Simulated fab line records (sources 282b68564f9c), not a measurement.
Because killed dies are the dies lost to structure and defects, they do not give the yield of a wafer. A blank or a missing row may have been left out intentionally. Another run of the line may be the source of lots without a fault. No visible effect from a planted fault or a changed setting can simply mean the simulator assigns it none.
What tool caused it? + flow rit_cmos + 14 lots, 42 wafers sampled, at 2 steps of a route of 202

== WHAT EACH GAUGE READ, for each wafer ==
RIT_WELLDRIVE_RS_MEAS_02: a four-point-probe measurement. Usual: for PWELL_RS the level is 429.4 ohm/sq and the standard deviation is 1.1.
| lot  | measured    | on            | PWELL_RS (ohm/sq) | flag |
|------|-------------|---------------|-------------------|------|
| L849 | day 2 11:19 | film_metro-03 | 427.8 427.2 427.5 |      |
| L851 | day 2 21:47 | film_metro-02 | 428.2 427.7 427.5 |      |
| L852 | day 3 01:04 | film_metro-03 | 431.0 430.6 430.3 |      |
| L853 | day 3 05:16 | film_metro-01 | 429.2 428.8 428.6 |      |
| L854 | day 3 10:24 | film_metro-02 | 429.5 428.2 429.0 |      |
| L855 | day 3 16:10 | film_metro-03 | 430.6 430.7 428.7 |      |
| L856 | day 3 22:20 | film_metro-03 | 429.2 429.0 431.1 |      |
| L859 | day 4 10:34 | film_metro-01 | 433.5 434.1 433.3 | OFF  |
| L863 | day 5 05:25 | film_metro-03 | 432.9 432.9 434.2 | OFF  |
| L866 | day 5 23:41 | film_metro-03 | 430.3 429.9 429.9 |      |
| L867 | day 6 05:40 | film_metro-01 | 427.5 427.6 427.7 |      |
| L868 | day 6 10:27 | film_metro-01 | 429.0 428.6 431.0 |      |
| L870 | day 6 18:59 | film_metro-01 | 430.1 429.7 430.1 |      |
| L872 | day 7 05:56 | film_metro-03 | 429.7 429.7 429.4 |      |

== WHICH TOOL RAN EACH LOT (tool, then ch and the chambers of the sampled wafers, then the start) ==
| lot  | RIT_PWELL_IMPLANT_08           |
|------|--------------------------------|
| L849 | implanter-04 ch 0, day 2 05:16 |
| L851 | implanter-03 ch 0, day 2 15:10 |
| L852 | implanter-03 ch 0, day 2 19:29 |
| L853 | implanter-01 ch 0, day 2 23:06 |
| L854 | implanter-04 ch 0, day 3 03:08 |
| L855 | implanter-03 ch 0, day 3 10:16 |
| L856 | implanter-04 ch 0, day 3 14:30 |
| L859 | implanter-04 ch 0, day 4 04:11 |
| L863 | implanter-04 ch 0, day 4 22:02 |
| L866 | implanter-01 ch 0, day 5 14:05 |
| L867 | implanter-01 ch 0, day 5 22:22 |
| L868 | implanter-01 ch 0, day 6 04:27 |
| L870 | implanter-03 ch 0, day 6 11:11 |
| L872 | implanter-01 ch 0, day 6 22:41 |
- RIT_PWELL_IMPLANT_08

== AS READ BY THE TOOLS THEMSELVES (means over the sampled wafers that have a number; for cases with no such wafer, the mark the record gives instead) ==
RIT_PWELL_IMPLANT_08. Usual: beam_energy_keV reads 170.00 (standard deviation 0.047).
| lot  | tool         | beam_energy_keV | flag |
|------|--------------|-----------------|------|
| L849 | implanter-04 | 169.99          |      |
| L851 | implanter-03 | 169.98          |      |
| L852 | implanter-03 | 170.01          |      |
| L853 | implanter-01 | 170.06          |      |
| L854 | implanter-04 | 169.96          |      |
| L855 | implanter-03 | 169.97          |      |
| L856 | implanter-04 | 169.97          |      |
| L859 | implanter-04 | 157.34          | OFF  |
| L863 | implanter-04 | 157.29          | OFF  |
| L866 | implanter-01 | 169.98          |      |
| L867 | implanter-01 | 169.99          |      |
| L868 | implanter-01 | 170.01          |      |
| L870 | implanter-03 | 170.00          |      |
| L872 | implanter-01 | 169.96          |      |

== THE ANSWER, worked out from the rows above alone ==
Rule: take the mean of a lot's wafers that have a number; if it is more than 3 standard deviations from the usual mean, the lot is off. A lot without any number at a reading at which 4 lots or more have one is off too. Any other lot the step has rows for is counted as sound. The gauges are gone through in route order, then the tools' own readings, and for those a lot's mean is taken as printed above. At the first step where some lot is off, the reading lying furthest off is the one used; lots without a number count as furthest.
Off: at RIT_WELLDRIVE_RS_MEAS_02 (PWELL_RS), L859, L863.
If a tool, at a process step before that reading, ran all the lots that are off and no sound lot after the first of them, it fits. The gauges at RIT_WELLDRIVE_RS_MEAS_02 aren't tried: what is off there is off at RIT_PWELL_IMPLANT_08 too, on other tools, and a gauge's error can't cause that. One fits: implanter-04 at RIT_PWELL_IMPLANT_08. Its last sound lot is L856 (day 3 14:30), its first lot that is off L859 (day 4 04:11): a fault that began between those two fits.
The tool's own readings at RIT_PWELL_IMPLANT_08 bear it out: on the lots that are off they differ by more than 5 times the standard deviation of the sound lots' means. beam_energy_keV reads 157.31 there against 169.99 on the sound lots.

== WHAT THE SIMULATOR PUT IN ==
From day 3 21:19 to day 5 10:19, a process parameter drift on implanter-04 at RIT_PWELL_IMPLANT_08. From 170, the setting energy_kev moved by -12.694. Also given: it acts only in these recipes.
Struck lots among those shown: L859, L863. The rule given above showed the same thing.
